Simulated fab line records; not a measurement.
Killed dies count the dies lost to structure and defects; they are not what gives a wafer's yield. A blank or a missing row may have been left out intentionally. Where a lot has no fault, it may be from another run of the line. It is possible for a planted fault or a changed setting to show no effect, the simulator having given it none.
Which tool was responsible? | flow berkeleyCmos170 | Sampling: 15 lots, 45 wafers, 3 of 331 route steps

WHAT THE GAUGES SHOWED, per wafer
UCB170_SACOX_THK_MEAS_02.
lot  | measured     | on           | SACOX_OXIDE_THK (nm)
L674 | day 5 22:21  | filmMetro-03 | 14.11 14.12 14.20
L675 | day 6 14:05  | filmMetro-04 | 14.51 14.29 14.61
L677 | day 6 14:06  | filmMetro-03 | 14.33 14.17 14.43
L678 | day 7 00:38  | filmMetro-02 | 14.51 14.19 14.37
L679 | day 7 00:38  | filmMetro-04 | 14.30 14.53 14.33
L681 | day 7 08:43  | filmMetro-02 | 14.10 14.28 14.10
L680 | day 7 08:44  | filmMetro-04 | 14.39 14.32 14.35
L684 | day 8 01:31  | filmMetro-04 | 14.28 14.30 14.35
L686 | day 8 01:34  | filmMetro-04 | 14.32 14.28 14.29
L689 | day 8 15:53  | filmMetro-03 | 14.38 14.48 14.51
L690 | day 8 15:53  | filmMetro-04 | 14.37 14.46 14.25
L691 | day 9 09:49  | filmMetro-02 | 14.12 14.13 14.14
L694 | day 10 00:32 | filmMetro-02 | 14.63 14.49 14.53
L695 | day 10 00:32 | filmMetro-04 | 14.61 14.36 14.52
L697 | day 10 14:04 | filmMetro-03 | 13.91 13.86 14.12

UCB170_NVT_TW_MEAS_09.
lot  | measured     | on           | NVT_TW
L674 | day 6 14:43  | filmMetro-03 | 520 516 520
L675 | day 7 03:44  | filmMetro-03 | 517 516 515
L677 | day 7 03:48  | filmMetro-04 | 519 518 515
L678 | day 7 13:16  | filmMetro-01 | 651 651 651
L679 | day 7 13:27  | filmMetro-03 | 641 640 642
L681 | day 7 20:46  | filmMetro-04 | 514 518 513
L680 | day 7 20:52  | filmMetro-01 | 653 651 651
L684 | day 8 14:18  | filmMetro-04 | 520 520 522
L686 | day 8 14:49  | filmMetro-04 | 519 521 521
L689 | day 9 04:33  | filmMetro-04 | 515 517 515
L690 | day 9 05:01  | filmMetro-01 | 524 521 523
L691 | day 10 03:58 | filmMetro-04 | 518 519 515
L694 | day 10 12:04 | filmMetro-03 | 520 520 518
L695 | day 10 11:53 | filmMetro-04 | 519 517 518
L697 | day 11 07:16 | filmMetro-03 | 517 518 517

TOOL THAT RAN EACH LOT (tool first, then ch and the chambers of the sampled wafers, then the start)
lot  | UCB170_NVT_IMPLANT_07
L674 | implanter-02 ch 0, day 6 14:28
L675 | implanter-02 ch 0, day 7 03:29
L677 | implanter-01 ch 0, day 7 03:34
L678 | implanter-01 ch 0, day 7 12:38
L679 | implanter-03 ch 0, day 7 12:54
L681 | implanter-03 ch 0, day 7 20:32
L680 | implanter-02 ch 0, day 7 20:19
L684 | implanter-01 ch 0, day 8 14:03
L686 | implanter-01 ch 0, day 8 14:34
L689 | implanter-02 ch 0, day 9 04:05
L690 | implanter-02 ch 0, day 9 04:47
L691 | implanter-01 ch 0, day 10 03:43
L694 | implanter-01 ch 0, day 10 11:47
L695 | implanter-01 ch 0, day 10 11:38
L697 | implanter-03 ch 0, day 11 07:02
- UCB170_NVT_IMPLANT_07

AS READ BY THE TOOLS THEMSELVES (means over the sampled wafers that have a number; for cases with no such wafer, the mark the record gives instead)
UCB170_NVT_IMPLANT_07.
lot  | tool         | faradayCurrentUA
L674 | implanter-02 | 9.66
L675 | implanter-02 | 9.57
L677 | implanter-01 | 9.56
L678 | implanter-01 | 9.47
L679 | implanter-03 | 9.57
L681 | implanter-03 | 9.61
L680 | implanter-02 | 9.46
L684 | implanter-01 | 9.55
L686 | implanter-01 | 9.51
L689 | implanter-02 | 9.56
L690 | implanter-02 | 9.40
L691 | implanter-01 | 9.47
L694 | implanter-01 | 9.65
L695 | implanter-01 | 9.78
L697 | implanter-03 | 9.53

THE ANSWER, worked out from the rows above alone
Rule: usual is defined by the lots themselves. Put in order of their means at a reading, lots are off if they are a third of the lots or fewer, leave a main group of 4 or more, and stand apart from it by a gap of 3 or more times the standard deviation of the main group's means; of several such gaps the widest counts. Not used: any main group whose means are identical at the precision the tables above print for the reading. A lot without any number at a reading at which 4 lots or more have one is off too. Any other lot the step has rows for is counted as sound. First the gauges in route order, then the tools' own readings, where a lot's mean is used as printed above. At the first step where some lot is off, the reading lying furthest off is the one used; lots without a number count as furthest.
Off: L678, L679, L680, seen at UCB170_NVT_TW_MEAS_09 (NVT_TW). Main group: mean 518, sd 2.2.
A tool fits if, at a process step before that reading, it ran every lot that is off, and no sound lot after the first of them. Those tools and the gauges at UCB170_NVT_TW_MEAS_09 are tried in the same way. None of those tried fits.

WHAT THE SIMULATOR PUT IN
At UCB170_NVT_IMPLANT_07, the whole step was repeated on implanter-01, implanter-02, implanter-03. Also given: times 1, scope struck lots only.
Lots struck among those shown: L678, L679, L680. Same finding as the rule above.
